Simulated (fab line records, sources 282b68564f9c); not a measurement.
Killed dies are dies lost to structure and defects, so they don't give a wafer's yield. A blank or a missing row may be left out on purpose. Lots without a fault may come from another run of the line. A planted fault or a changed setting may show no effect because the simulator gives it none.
fab line records | flow rit_cmos
record lots=14 wafers=42 last_day=7
route steps=202 shown NRETRO@62 PRETRO@74 GATE@95 PLDD@123
lots that met no fault: from a run of the same line without faults
start_h: hours from the record's first day to the start of the lot's first wafer shown | wait_h: hours since the lot's step before | " the same as in the row above | L1.1+2: a row that stands for several wafers | - no value, or no start given | * or withheld: withheld | < > ~ a bound
route shown NAME@n: a module of which the file shows steps, and the number in the route of the first | usual: mean/standard deviation of fault-free wafers | same: alike in all rows | chamber/n: place in a boat | sites: the reading at each site | _std_site: their standard deviation | _edge_site: outer sites' mean less inner sites' | radius_mm: how far each site lies from the wafer's centre | mask NAME#n: copy n | behind: the tool/chamber that last shaped the wafer | hold: why the lot was held/for how many hours/how that ended | device: the transistor (n, p or np) that didn't switch | end of line: the same wafers' tests at the end of the route | a step without rows: its recipe alone | killed: dies lost to structure and defects at the first sort, not the wafer's yield | map: a wafer's dies, x killed, . not, _ none there
set.NAME: the setting as run; set.NAME@STEP: as run at that earlier step | model.NAME: the simulator's own value behind a step, which no gauge read
steps of the route over a sample of lots; a table a step, a row a wafer
services: from which hour (start_h, from the record's first day; less than 0 if before it) a tool's chamber was out of use, for how many hours, and why
## steps
# step RIT_NRETRO_STRIP_09
# recipe chemistry=O2 time_s=180 resist=NOVOLAK platen_temp_c=withheld power_w=500 pressure_mtorr=4000 o2_flow_sccm=4000
# usual chamber_pressure_mTorr=4000/3.5 drypump_motor_current_A=6.1/0.34
# columns lot.wafer tool chamber start_h wait_h chamber_pressure_mTorr drypump_motor_current_A rf_hours_counter_h
L661.2 plasma_asher-04 0 36.68 0.1 4006 5.6 38
L661.4 " 1 " " 4006 6.4 -
L661.5 " 0 " " 4001 5.6 -
L663.3 plasma_asher-03 1 47.54 0.1 3995 5.7 -
L663.4 " 0 " " 3996 6.4 -
L663.6 " 0 " " 4002 6.4 -
L664.1 plasma_asher-01 0 52.56 0.1 3995 5.8 38
L664.4 " 1 " " 4001 6.4 -
L664.5 " 0 " " 3999 5.8 -
L665.2 plasma_asher-03 0 56.44 0.1 4002 6.4 43
L665.3 " 0 " " 4000 6.4 -
L665.5 " 1 " " 4005 5.7 -
L667.2 plasma_asher-04 0 66.77 0.1 3998 5.6 42
L667.5 " 0 " " 3996 5.6 -
L667.6 " 1 " " 4001 6.4 -
L669.1 plasma_asher-01 0 77.17 0.1 4001 5.8 41
L669.2 " 1 " " 3998 6.4 41
L669.4 " 1 " " 4001 6.4 -
L670.2 plasma_asher-01 1 82.17 0.1 4000 6.4 41
L670.3 " 1 " " 4003 6.4 -
L670.4 " 0 " " 4005 5.8 -
L674.1 plasma_asher-04 1 100.48 0.1 4000 6.4 45
L674.4 " 0 " " 3998 5.6 -
L674.6 " 0 " " 3996 5.6 -
L677.1 plasma_asher-01 1 117.74 0.1 - - -
L677.4 " 0 " " - - -
L677.6 " 0 " " - - -
L678.3 plasma_asher-03 0 122.75 0.1 - - -
L678.4 " 1 " " - - -
L678.5 " 0 " " - - -
L680.1 plasma_asher-04 0 133.11 0.1 3996 5.6 2
L680.2 " 1 " " 4003 6.4 2
L680.5 " 0 " " 4003 5.6 -
L681.3 plasma_asher-04 1 139.04 0.1 3996 6.4 -
L681.4 " 0 " " 3999 5.6 -
L681.6 " 0 " " 4006 5.6 -
L682.2 plasma_asher-01 0 141.72 0.1 3997 5.8 48
L682.3 " 1 " " 3998 6.4 -
L682.5 " 1 " " 4002 6.4 -
L683.2 plasma_asher-03 0 145.44 0.1 4000 6.4 52
L683.5 " 1 " " 4003 5.7 -
L683.6 " 0 " " 3995 6.4 -
# step RIT_NRETRO_TW_MEAS_10
# usual NRETRO_TW=1050/8.6
# columns lot.wafer tool chamber start_h wait_h NRETRO_TW
L661.2 film_metro-03 - 36.87 0.1 1057
L661.4 " - " " 1056
L661.5 " - " " 1056
L663.3 film_metro-03 - 47.68 0.1 1062
L663.4 " - " " 1061
L663.6 " - " " 1063
L664.1 film_metro-03 - 52.74 0.1 1050
L664.4 " - " " 1052
L664.5 " - " " 1049
L665.2 film_metro-04 - 56.63 0.1 1053
L665.3 " - " " 1064
L665.5 " - " " 1063
L667.2 film_metro-03 - 66.95 0.1 1048
L667.5 " - " " 1049
L667.6 " - " " 1044
L669.1 film_metro-03 - 77.35 0.1 1052
L669.2 " - " " 1057
L669.4 " - " " 1055
L670.2 film_metro-01 - 82.35 0.1 1042
L670.3 " - " " 1046
L670.4 " - " " 1045
L674.1 film_metro-01 - 100.66 0.1 1037
L674.4 " - " " 1036
L674.6 " - " " 1040
L677.1 film_metro-01 - 117.91 0.1 1043
L677.4 " - " " 1045
L677.6 " - " " 1040
L678.3 film_metro-04 - 122.89 0.1 1060
L678.4 " - " " 1066
L678.5 " - " " 1063
L680.1 film_metro-03 - 133.29 0.1 1047
L680.2 " - " " 1047
L680.5 " - " " 1045
L681.3 film_metro-03 - 139.17 0.1 1048
L681.4 " - " " 1046
L681.6 " - " " 1052
L682.2 film_metro-04 - 141.91 0.1 1058
L682.3 " - " " 1063
L682.5 " - " " 1060
L683.2 film_metro-04 - 145.62 0.1 1064
L683.5 " - " " 1061
L683.6 " - " " 1059
# step RIT_PRETRO_TW_MEAS_10
# usual PRETRO_TW=476/5.5
# columns lot.wafer tool chamber start_h wait_h PRETRO_TW
L661.2 film_metro-03 - 38.42 0.1 476
L661.4 " - " " 474
L661.5 " - " " 475
L663.3 film_metro-02 - 49.42 0.1 481
L663.4 " - " " 483
L663.6 " - " " 480
L664.1 film_metro-02 - 54.51 0.1 479
L664.4 " - " " 480
L664.5 " - " " 481
L665.2 film_metro-03 - 58.18 0.1 473
L665.3 " - " " 471
L665.5 " - " " 474
L667.2 film_metro-03 - 68.50 0.1 477
L667.5 " - " " 472
L667.6 " - " " 472
L669.1 film_metro-02 - 79.02 0.1 482
L669.2 " - " " 482
L669.4 " - " " 485
L670.2 film_metro-02 - 84.03 0.1 481
L670.3 " - " " 484
L670.4 " - " " 480
L674.1 film_metro-02 - 102.21 0.1 477
L674.4 " - " " 481
L674.6 " - " " 477
L677.1 film_metro-03 - 119.46 0.1 30
L677.4 " - " " 30
L677.6 " - " " 30
L678.3 film_metro-01 - 124.57 0.1 30
L678.4 " - " " 30
L678.5 " - " " 30
L680.1 film_metro-03 - 134.96 0.1 473
L680.2 " - " " 472
L680.5 " - " " 470
L681.3 film_metro-02 - 140.72 0.1 482
L681.4 " - " " 483
L681.6 " - " " 483
L682.2 film_metro-01 - 143.50 0.1 467
L682.3 " - " " 469
L682.5 " - " " 467
L683.2 film_metro-01 - 147.18 0.1 468
L683.5 " - " " 467
L683.6 " - " " 469
# step RIT_GATE_ETCH_19
# recipe chemistry=SF6/CHF3/O2 time_s=165 SF6_flow_sccm=30 CHF3_flow_sccm=30 O2_flow_sccm=5 target=poly-Si pressure_mtorr=40 rf_w=160 target_depth_a=3125 over_etch_frac=0.25 stop_on=SiO2
# usual CHF3_flow_sccm=30.00/0.093 SF6_flow_sccm=29.99/0.088 drypump_motor_current_A=5.67/0.26 oes_product_au=0.849/0.015 throttle_valve_pct=10.27/0.23
# columns lot.wafer tool chamber start_h wait_h CHF3_flow_sccm SF6_flow_sccm drypump_motor_current_A oes_product_au rf_hours_counter_h throttle_valve_pct
L661.2 rie_si-01 1 44.86 0.1 30.06 29.85 6.16 0.838 126 10.54
L661.4 " 3 " " 29.76 30.00 5.59 0.847 78 10.27
L661.5 " 0 " " 30.04 29.94 5.79 0.856 - 10.15
L663.3 rie_si-01 3 57.16 0.1 30.03 29.95 5.61 0.861 78 10.27
L663.4 " 2 " " 29.98 29.89 5.41 0.873 137 9.96
L663.6 " 3 " " 29.94 29.91 5.60 0.856 - 10.28
L664.1 rie_si-01 3 59.41 0.1 29.92 30.10 5.58 0.861 78 10.28
L664.4 " 2 " " 29.96 29.97 5.46 0.867 137 9.97
L664.5 " 1 " " 30.19 29.86 6.13 0.850 - 10.54
L665.2 rie_si-01 3 63.14 0.1 30.04 29.97 5.60 0.855 78 10.28
L665.3 " 0 " " 29.84 29.90 5.79 0.843 3 10.13
L665.5 " 3 " " 30.10 30.14 5.59 0.862 - 10.27
L667.2 rie_si-01 1 76.47 0.1 30.04 29.83 6.15 0.846 126 10.53
L667.5 " 3 " " 29.99 29.98 5.58 0.846 - 10.27
L667.6 " 2 " " 29.99 29.99 5.43 0.862 - 9.98
L669.1 rie_si-01 3 85.77 0.1 30.03 30.09 5.58 0.862 79 10.28
L669.2 " 1 " " 29.91 30.06 6.13 0.859 126 10.52
L669.4 " 2 " " 29.91 30.03 5.44 0.868 137 9.97
L670.2 rie_si-02 2 89.64 0.1 30.10 30.12 5.31 0.847 0 10.07
L670.3 " 1 " " 29.98 30.00 6.04 0.822 2 10.02
L670.4 " 0 " " 30.03 29.86 5.49 0.861 78 10.54
L674.1 rie_si-02 3 112.68 0.1 30.02 30.11 5.52 0.848 45 10.58
L674.4 " 1 " " 29.95 30.12 6.03 0.818 3 10.02
L674.6 " 1 " " 29.99 30.07 6.02 0.817 - 10.02
L677.1 rie_si-01 3 128.06 0.1 30.17 30.02 5.61 0.852 79 10.27
L677.4 " 0 " " 29.90 29.96 5.81 0.838 3 10.14
L677.6 " 3 " " 30.06 30.07 5.62 0.852 - 10.29
L678.3 rie_si-02 3 130.51 0.1 30.01 29.91 5.53 0.852 45 10.58
L678.4 " 1 " " 30.10 29.94 6.02 0.812 3 10.02
L678.5 " 0 " " 29.85 29.98 5.51 0.851 - 10.53
L680.1 rie_si-02 2 142.87 0.1 30.03 29.90 5.29 0.834 0 10.08
L680.2 " 3 " " 29.78 29.95 5.53 0.853 46 10.56
L680.5 " 1 " " 30.12 29.98 6.02 0.816 - 10.02
L681.3 rie_si-01 3 145.76 0.1 30.06 30.12 5.59 0.844 79 10.29
L681.4 " 2 " " 29.98 30.11 5.42 0.858 138 10.00
L681.6 " 3 " " 30.01 30.04 5.58 0.850 - 10.29
L682.2 rie_si-02 0 148.35 0.1 30.05 30.01 5.49 0.860 78 10.54
L682.3 " 1 " " 30.05 29.89 5.98 0.830 3 10.03
L682.5 " 3 " " 30.10 30.04 5.52 0.846 - 10.57
L683.2 rie_si-01 0 157.56 0.1 29.99 29.85 5.78 0.848 3 10.13
L683.5 " 0 " " 30.13 29.98 5.78 0.846 - 10.15
L683.6 " 1 " " 30.10 29.97 6.14 0.837 - 10.52
# step RIT_PLDD_STRIP_09
# recipe chemistry=O2 time_s=180 resist=NOVOLAK platen_temp_c=withheld power_w=500 pressure_mtorr=4000 o2_flow_sccm=4000
# usual chamber_pressure_mTorr=4000/3.9 drypump_motor_current_A=6.0/0.35
# columns lot.wafer tool chamber start_h wait_h chamber_pressure_mTorr drypump_motor_current_A rf_hours_counter_h
L661.2 plasma_asher-03 1 51.52 0.1 4001 5.7 42
L661.4 " 1 " " 4003 5.7 -
L661.5 " 0 " " 4000 6.4 -
L663.3 plasma_asher-04 0 63.46 0.1 3991 5.6 -
L663.4 " 1 " " 3998 6.4 -
L663.6 " 0 " " 3999 5.6 -
L664.1 plasma_asher-03 0 66.07 0.1 3998 6.4 44
L664.4 " 1 " " 3999 5.7 -
L664.5 " 1 " " 4008 5.7 -
L665.2 plasma_asher-01 1 69.79 0.1 3997 6.4 40
L665.3 " 1 " " 3998 6.4 -
L665.5 " 1 " " 4000 6.4 -
L667.2 plasma_asher-01 1 84.25 0.1 4000 6.4 41
L667.5 " 1 " " 3996 6.4 -
L667.6 " 0 " " 3996 5.8 -
L669.1 plasma_asher-01 0 93.19 0.1 4000 5.8 42
L669.2 " 1 " " 3998 6.4 42
L669.4 " 1 " " 4001 6.4 -
L670.2 plasma_asher-03 1 95.86 0.1 3996 5.7 47
L670.3 " 1 " " 4002 5.7 -
L670.4 " 0 " " 3997 6.4 -
L674.1 plasma_asher-01 0 118.74 0.1 3992 5.8 45
L674.4 " 0 " " 3997 5.8 -
L674.6 " 1 " " 3995 6.4 -
L677.1 plasma_asher-04 0 134.41 0.1 4003 5.6 2
L677.4 " 0 " " 4002 5.6 -
L677.6 " 0 " " 3998 5.6 -
L678.3 plasma_asher-03 0 136.78 0.1 3996 6.4 -
L678.4 " 1 " " 4006 5.7 -
L678.5 " 0 " " 4001 6.4 -
L680.1 plasma_asher-03 1 149.11 0.1 3998 5.7 53
L680.2 " 0 " " 3995 6.4 53
L680.5 " 1 " " 4003 5.7 -
L681.3 plasma_asher-03 1 152.26 0.1 4007 5.7 -
L681.4 " 0 " " 4001 6.4 -
L681.6 " 0 " " 3998 6.4 -
L682.2 plasma_asher-03 1 156.22 0.1 4002 5.7 54
L682.3 " 1 " " 4003 5.7 -
L682.5 " 1 " " 4001 5.7 -
L683.2 plasma_asher-03 0 163.86 0.1 4004 6.4 54
L683.5 " 0 " " 3995 6.4 -
L683.6 " 1 " " 3995 5.7 -
## services
# columns tool chamber start_h hours kind
plasma_asher-03 - 12.73 2.0 repair
plasma_asher-04 - 21.20 1.4 repair
rie_si-02 - 27.94 2.8 pm
plasma_asher-03 - 32.03 0.3 repair
rie_si-02 - 49.94 15.6 pm
plasma_asher-03 - 59.40 2.3 repair
rie_si-02 2 69.10 - clean
rie_si-02 2 69.10 16.5 scheduled_down
rie_si-02 2 69.10 16.5 vent_cycle
rie_si-02 1 72.02 9.0 repair
plasma_asher-04 - 108.75 9.0 pm
plasma_asher-04 0 108.75 9.0 vent_cycle
plasma_asher-04 1 108.75 9.0 vent_cycle
plasma_asher-04 0 117.75 - clean
plasma_asher-04 1 117.75 - clean
rie_si-01 1 139.11 3.5 repair
rie_si-01 1 158.58 12.4 repair
## key
first_sign step=RIT_NRETRO_STRIP_09 reading=tool_record direction=missing
effect step=RIT_PRETRO_TW_MEAS_10 reading=PRETRO_TW direction=down sigmas=80 usual=476 struck=30
met_at RIT_NRETRO_STRIP_09
struck_lots L677,L678
sort_left_out L677.1,L677.4,L677.6,L678.3,L678.4,L678.5
tester_left_out L677,L678
not_acting_at RIT_NRETRO_TW_MEAS_10,RIT_GATE_ETCH_19,RIT_PLDD_STRIP_09
onset_between 82.17 117.74
fault kind=skipped_step_whole tool=plasma_asher-01,plasma_asher-03 chamber=- onset_h=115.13 steps=RIT_NRETRO_STRIP_09 scope=struck_lots_only
# tester_left_out: of these lots the tester's yield and bins aren't shown, on N5 and GAA mostly nor the transistor test; their killed dies are dies lost to structure and defects alone, not to doping, threshold or leakage, so they don't give the yield
# sort_left_out: the simulated sort isn't trusted on such a fault, so these wafers' sort isn't shown, and their yield isn't known
